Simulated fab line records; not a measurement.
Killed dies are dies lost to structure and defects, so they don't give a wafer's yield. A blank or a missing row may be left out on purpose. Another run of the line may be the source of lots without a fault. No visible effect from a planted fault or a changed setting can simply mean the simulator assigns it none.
fab line records -- flow rit-cmos
[record] lots = 6, wafers = 18, last-day = 7
route steps=202 shown PWELL@49 WELLDRIVE@50 NWELL@51 NRETRO@53 M1@202
lots that met no fault: from a run of the same line without faults
start-h: start of the lot's first displayed wafer, in hours after the record's first day -- wait-h: time in hours since the lot's previous step -- " same as the row above -- L1.1+2: one row covering several wafers at once -- - no value, or no start was given -- * or withheld: withheld -- < > ~ a bound
route shown NAME@n: NAME is a module with steps in the file, n the number in the route of the first one -- usual: average and standard deviation across the fault-free wafers -- same: alike in all rows -- chamber/n: place in a boat -- sites: each site's reading -- _std_site: standard deviation of those values -- _edge_site: inner sites' mean taken away from outer sites' mean -- radius-mm: for every site, how far away it sits from the centre of the wafer -- mask NAME#n: copy n -- behind: the most recent tool/chamber to have shaped the wafer -- hold: what put the lot on hold/how long, in hours/how the hold closed -- device: which transistor (n, p or np) failed to switch -- end of line: the tests these same wafers got at the end of their route -- step lacking rows: just its recipe -- killed: the dies lost at the first sort to structure and to defects; this is not the yield of the wafer -- map: a wafer's dies, x killed, . not, _ none there
set.NAME: the setting as run; set.NAME@STEP: as run at that earlier step -- model.NAME: the simulator's own value behind a step, which no gauge read
lots at selected steps of the route; one table per step, one row per wafer
services: when a tool's chamber went out of use (start-h, in hours from the record's first day, below 0 if earlier), for how many hours, and the reason
[[steps]]
[step RIT_PWELL_TW_MEAS_10]
[usual] PWELL_TW = 944/5.5
lot.wafer,tool,chamber,start-h,wait-h,PWELL_TW
L253.1,film-metro-04,-,39.12,0.1,940
L253.3,film-metro-04,-,39.12,0.1,941
L253.6,film-metro-04,-,39.12,0.1,943
L254.3,film-metro-01,-,44.44,0.1,946
L254.5,film-metro-01,-,44.44,0.1,942
L254.6,film-metro-01,-,44.44,0.1,942
L262.1,film-metro-04,-,85.96,0.1,940
L262.2,film-metro-04,-,85.96,0.1,940
L262.6,film-metro-04,-,85.96,0.1,939
L265.3,film-metro-02,-,100.43,0.1,946
L265.4,film-metro-02,-,100.43,0.1,945
L265.6,film-metro-02,-,100.43,0.1,945
L270.1,film-metro-01,-,123.69,0.1,951
L270.3,film-metro-01,-,123.69,0.1,943
L270.6,film-metro-01,-,123.69,0.1,949
L272.2,film-metro-02,-,134.81,0.1,947
L272.4,film-metro-02,-,134.81,0.1,948
L272.5,film-metro-02,-,134.81,0.1,951
[step RIT_WELLDRIVE_ANNEAL_00]
[recipe] temp-c = 1100, time-s = 14700, ambient = N2
[step RIT_WELLDRIVE_RS_MEAS_01]
[recipe] thk-meas-gauge = four-point-probe
[usual] NWELL_RS = 276.0/0.84
lot.wafer,tool,chamber,start-h,wait-h,NWELL_RS[ohm/sq]
L253.1,film-metro-01,-,45.22,0.0,275.0
L253.3,film-metro-01,-,45.22,0.0,275.5
L253.6,film-metro-01,-,45.22,0.0,275.2
L254.3,film-metro-02,-,50.34,0.0,276.2
L254.5,film-metro-02,-,50.34,0.0,276.5
L254.6,film-metro-02,-,50.34,0.0,276.9
L262.1,film-metro-04,-,92.01,0.0,275.7
L262.2,film-metro-04,-,92.01,0.0,274.5
L262.6,film-metro-04,-,92.01,0.0,275.5
L265.3,film-metro-02,-,106.28,0.0,275.3
L265.4,film-metro-02,-,106.28,0.0,274.9
L265.6,film-metro-02,-,106.28,0.0,274.3
L270.1,film-metro-01,-,128.83,0.0,275.7
L270.3,film-metro-01,-,128.83,0.0,275.8
L270.6,film-metro-01,-,128.83,0.0,275.9
L272.2,film-metro-02,-,139.96,0.0,276.9
L272.4,film-metro-02,-,139.96,0.0,275.7
L272.5,film-metro-02,-,139.96,0.0,276.9
[step RIT_WELLDRIVE_RS_MEAS_02]
[recipe] thk-meas-gauge = four-point-probe
[usual] PWELL_RS = 429.7/1.5
lot.wafer,tool,chamber,start-h,wait-h,PWELL_RS[ohm/sq]
L253.1,film-metro-01,-,45.34,0.1,428.3
L253.3,film-metro-01,-,45.34,0.1,427.9
L253.6,film-metro-01,-,45.34,0.1,428.5
L254.3,film-metro-02,-,50.46,0.1,431.4
L254.5,film-metro-02,-,50.46,0.1,431.0
L254.6,film-metro-02,-,50.46,0.1,432.5
L262.1,film-metro-04,-,92.13,0.1,428.4
L262.2,film-metro-04,-,92.13,0.1,428.0
L262.6,film-metro-04,-,92.13,0.1,428.4
L265.3,film-metro-02,-,106.40,0.1,430.5
L265.4,film-metro-02,-,106.40,0.1,432.2
L265.6,film-metro-02,-,106.40,0.1,429.4
L270.1,film-metro-01,-,128.95,0.1,429.5
L270.3,film-metro-01,-,128.95,0.1,428.8
L270.6,film-metro-01,-,128.95,0.1,428.4
L272.2,film-metro-02,-,140.08,0.1,431.1
L272.4,film-metro-02,-,140.08,0.1,430.0
L272.5,film-metro-02,-,140.08,0.1,431.4
[step RIT_NRETRO_HMDS_00]
[recipe] prime-time-s = 60, prime-temp-c = 140
[step RIT_NRETRO_COAT_01]
[recipe] resist = NOVOLAK, spin-rpm = 2000, resist-thk-nm = 1300
[step RIT_NRETRO_SOFTBAKE_02]
[recipe] resist = NOVOLAK, temp-c = 90, time-s = 60
[step RIT_NRETRO_EXPOSE_03]
[recipe] mask-id = M4, na = 0.57, target-cd-nm = 43900, dose-mj = 250
[step RIT_NRETRO_PEB_04]
[recipe] resist = NOVOLAK, temp-c = withheld, time-s = withheld
[step RIT_NRETRO_DEVELOP_05]
[recipe] resist = NOVOLAK, develop-time-s = 68, dev-temp-c = 23
[step RIT_NRETRO_OVL_MEAS_06]
[usual] NRETRO_OVL = 0.7/1.5
lot.wafer,tool,chamber,start-h,wait-h,NRETRO_OVL[nm]
L253.1,overlay-01,-,46.34,-,0.4
L253.3,overlay-01,-,46.34,-,-1.4
L253.6,overlay-01,-,46.34,-,-1.7
L254.3,overlay-01,-,51.56,-,0.6
L254.5,overlay-01,-,51.56,-,0.6
L254.6,overlay-01,-,51.56,-,-1.3
L262.1,overlay-01,-,93.13,-,0.3
L262.2,overlay-01,-,93.13,-,0.3
L262.6,overlay-01,-,93.13,-,-0.4
L265.3,overlay-01,-,107.50,-,1.1
L265.4,overlay-01,-,107.50,-,1.2
L265.6,overlay-01,-,107.50,-,0.2
L270.1,overlay-01,-,130.08,-,-0.8
L270.3,overlay-01,-,130.08,-,-0.9
L270.6,overlay-01,-,130.08,-,1.0
L272.2,overlay-01,-,141.06,-,0.3
L272.4,overlay-01,-,141.06,-,2.1
L272.5,overlay-01,-,141.06,-,1.1
[step RIT_NRETRO_HARDBAKE_07]
[recipe] resist = NOVOLAK, temp-c = 140, time-s = 120
[step RIT_NRETRO_IMPLANT_08]
[recipe] species = P, energy-kev = 70, dose-cm2 = 1e+13, tilt-deg = 7
[usual] dose-ions-cm2 = 1.0002e+13/1.2e+10, faraday-current-uA = 31.7/0.56
lot.wafer,tool,chamber,start-h,wait-h,dose-ions-cm2,faraday-current-uA
L253.1,implanter-01,0,46.62,0.2,1.001e+13,32.1
L253.3,implanter-01,0,46.62,0.2,9.995e+12,32.1
L253.6,implanter-01,0,46.62,0.2,1.0009e+13,31.3
L254.3,implanter-02,0,51.88,0.2,1.0006e+13,31.1
L254.5,implanter-02,0,51.88,0.2,1.0007e+13,31.9
L254.6,implanter-02,0,51.88,0.2,9.994e+12,32.5
L262.1,implanter-01,0,93.42,0.2,8.793e+12,28.0
L262.2,implanter-01,0,93.42,0.2,8.788e+12,27.9
L262.6,implanter-01,0,93.42,0.2,8.8e+12,27.4
L265.3,implanter-01,0,107.82,0.2,8.811e+12,27.4
L265.4,implanter-01,0,107.82,0.2,8.786e+12,27.8
L265.6,implanter-01,0,107.82,0.2,8.788e+12,28.5
L270.1,implanter-04,0,130.37,0.2,1.0011e+13,31.4
L270.3,implanter-04,0,130.37,0.2,9.988e+12,31.5
L270.6,implanter-04,0,130.37,0.2,1.0017e+13,31.9
L272.2,implanter-02,0,141.37,0.2,1.001e+13,30.6
L272.4,implanter-02,0,141.37,0.2,9.995e+12,31.6
L272.5,implanter-02,0,141.37,0.2,9.986e+12,31.4
[step RIT_NRETRO_STRIP_09]
[recipe] chemistry = O2, time-s = 180, resist = NOVOLAK, platen-temp-c = withheld, power-w = 500, pressure-mtorr = 4000, o2-flow-sccm = 4000
[usual] drypump-motor-current-A = 5.2/0.37, o2-flow-sccm = 3999/12
lot.wafer,tool,chamber,start-h,wait-h,drypump-motor-current-A,o2-flow-sccm,rf-hours-counter-h
L253.1,plasma-asher-01,1,46.77,0.1,4.7,3982,32
L253.3,plasma-asher-01,0,46.77,0.1,5.3,3998,-
L253.6,plasma-asher-01,1,46.77,0.1,4.7,3995,-
L254.3,plasma-asher-04,0,52.04,0.1,4.8,4028,-
L254.5,plasma-asher-04,0,52.04,0.1,4.8,4011,-
L254.6,plasma-asher-04,1,52.04,0.1,5.2,3994,-
L262.1,plasma-asher-04,1,93.57,0.1,5.2,3986,52
L262.2,plasma-asher-04,0,93.57,0.1,4.8,3996,52
L262.6,plasma-asher-04,1,93.57,0.1,5.2,3983,-
L265.3,plasma-asher-01,1,107.98,0.1,4.7,3989,-
L265.4,plasma-asher-01,0,107.98,0.1,5.3,4006,-
L265.6,plasma-asher-01,1,107.98,0.1,4.7,3988,-
L270.1,plasma-asher-04,1,130.52,0.1,5.2,4009,57
L270.3,plasma-asher-04,1,130.52,0.1,5.2,4000,-
L270.6,plasma-asher-04,0,130.52,0.1,4.8,4021,-
L272.2,plasma-asher-01,0,141.49,0.1,5.3,4008,2
L272.4,plasma-asher-01,0,141.49,0.1,5.3,4005,-
L272.5,plasma-asher-01,1,141.49,0.1,4.7,4018,-
[step RIT_NRETRO_TW_MEAS_10]
[usual] NRETRO_TW = 1046/4.7
lot.wafer,tool,chamber,start-h,wait-h,hold,NRETRO_TW
L253.1,film-metro-03,-,46.95,0.1,-,1045
L253.3,film-metro-03,-,46.95,0.1,-,1040
L253.6,film-metro-03,-,46.95,0.1,-,1042
L254.3,film-metro-03,-,52.18,0.1,-,1044
L254.5,film-metro-03,-,52.18,0.1,-,1045
L254.6,film-metro-03,-,52.18,0.1,-,1043
L262.1,film-metro-02,-,93.75,0.1,await-dispo/0.2h/release,998
L262.2,film-metro-02,-,93.75,0.1,await-dispo/0.2h/release,997
L262.6,film-metro-02,-,93.75,0.1,await-dispo/0.2h/release,1005
L262.1,film-metro-02,-,93.97,0.2,-,993
L262.2,film-metro-02,-,93.97,0.2,-,993
L262.6,film-metro-02,-,93.97,0.2,-,997
L265.3,film-metro-03,-,108.12,0.1,await-dispo/0.2h/release,1004
L265.4,film-metro-03,-,108.12,0.1,await-dispo/0.2h/release,1002
L265.6,film-metro-03,-,108.12,0.1,await-dispo/0.2h/release,1007
L265.3,film-metro-03,-,108.46,0.3,-,1001
L265.4,film-metro-03,-,108.46,0.3,-,1007
L265.6,film-metro-03,-,108.46,0.3,-,1012
L270.1,film-metro-02,-,130.69,0.1,-,1046
L270.3,film-metro-02,-,130.69,0.1,-,1046
L270.6,film-metro-02,-,130.69,0.1,-,1050
L272.2,film-metro-02,-,141.68,0.1,-,1053
L272.4,film-metro-02,-,141.68,0.1,-,1049
L272.5,film-metro-02,-,141.68,0.1,-,1052
[step RIT_M1_PROBE_99]
[usual] killed-at-front-end = 6.6/3, killed-dies = 6.6/3, killed-open = 3.4/2, killed-short = 3.2/2
[same] gross-dies = 264, killed_at_M0_to_M3 = 0, killed_at_M4_up = 0, killed-at-back-side = 0, killed-at-contacts = 0, killed-at-other = 0
lot.wafer,tool,chamber,start-h,wait-h,killed-at-front-end,killed-dies,killed-open,killed-short
L262.1,prober-01,-,128.38,0.1,4,4,0,4
L262.2,prober-01,-,128.43,0.1,6,6,5,1
L262.6,prober-01,-,128.63,0.2,9,9,1,8
L265.3,prober-01,-,145.45,0.2,10,10,7,3
L265.4,prober-01,-,145.50,0.2,4,4,1,3
L265.6,prober-01,-,145.60,0.2,7,7,5,2
L272.2,prober-02,-,170.12,0.1,9,9,3,6
L272.4,prober-02,-,170.22,0.2,6,6,4,2
L272.5,prober-02,-,170.27,0.2,8,8,3,5
// killed by level:class
L262.1 FOX2:geometric-particle:short=1 GATE:geometric-particle:short=1 REOX:geometric-particle:short=1 SILICIDE:geometric-particle:short=1
L262.2 GATE:geometric-particle:open=4 FOX1:geometric-particle:open=1 GATE:geometric-particle:short=1
L262.6 GATE:geometric-particle:short=6 FOX1:geometric-particle:short=1 SPACER:geometric-particle:short=1 SPACER:geometric-particle:open=1
L265.3 FOX1:geometric-particle:open=4 FOX1:geometric-particle:short=2 GATE:geometric-particle:open=2 GATE:geometric-particle:short=1 SILICIDE:geometric-particle:open=1
L265.4 REOX:geometric-particle:short=2 GATE:geometric-particle:open=1 GATE:geometric-particle:short=1
L265.6 GATE:geometric-particle:open=2 REOX:geometric-particle:open=2 REOX:geometric-particle:short=1 SILICIDE:geometric-particle:short=1 SILICIDE:geometric-particle:open=1
L272.2 GATE:geometric-particle:short=3 GATE:geometric-particle:open=2 FOX1:geometric-particle:open=1 FOX1:geometric-particle:short=1 FOX2:geometric-particle:short=1 SPACER:geometric-particle:short=1
L272.4 GATE:geometric-particle:open=2 SILICIDE:geometric-particle:open=2 SPACER:geometric-particle:short=1 SILICIDE:geometric-particle:short=1
L272.5 GATE:geometric-particle:short=3 SPACER:geometric-particle:open=2 FOX1:geometric-particle:short=1 GATE:geometric-particle:open=1 SILICIDE:geometric-particle:short=1
[[services]]
tool,chamber,start-h,hours,kind
implanter-01,-,22.80,2.8,repair
plasma-asher-01,-,38.42,0.3,repair
implanter-02,-,95.61,5.9,pm
plasma-asher-01,-,108.75,9.0,pm
plasma-asher-01,0,108.75,9.0,vent-cycle
plasma-asher-01,1,108.75,9.0,vent-cycle
plasma-asher-01,0,117.75,-,clean
plasma-asher-01,1,117.75,-,clean
implanter-04,-,135.25,3.4,pm
implanter-04,-,140.59,3.8,repair
[[key]]
[first-sign] step = RIT_NRETRO_IMPLANT_08, reading = dose-ions-cm2, direction = down, sigmas = 99+, usual = 1.0002e+13, struck = 8.794e+12
[effect] step = RIT_NRETRO_IMPLANT_08, reading = faraday-current-uA, direction = down, sigmas = 6.9, usual = 31.7, struck = 27.8
[effect] step = RIT_NRETRO_TW_MEAS_10, reading = visit, direction = added
[effect] step = RIT_NRETRO_TW_MEAS_10, reading = NRETRO_TW, direction = down, sigmas = 9.3, usual = 1046, struck = 1002
met-at RIT_NRETRO_IMPLANT_08
struck-wafers L262.1,L262.2,L262.6,L265.3,L265.4,L265.6
tester-left-out L262,L265
onset-between 46.62 93.42
[fault] kind = process-parameter-drift, tool = implanter-01, chamber = -, onset-h = 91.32, steps = RIT_NRETRO_IMPLANT_08, channel = dose-cm2, offset = -1.2e+12, shape = step, end-h = 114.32, acts-in = these-recipes-only, stated = 1e+13
// tester-left-out: of these lots the tester's yield and bins aren't shown, on N5 and GAA mostly nor the transistor test; their killed dies are dies lost to structure and defects alone, not to doping, threshold or leakage, so they don't give the yield
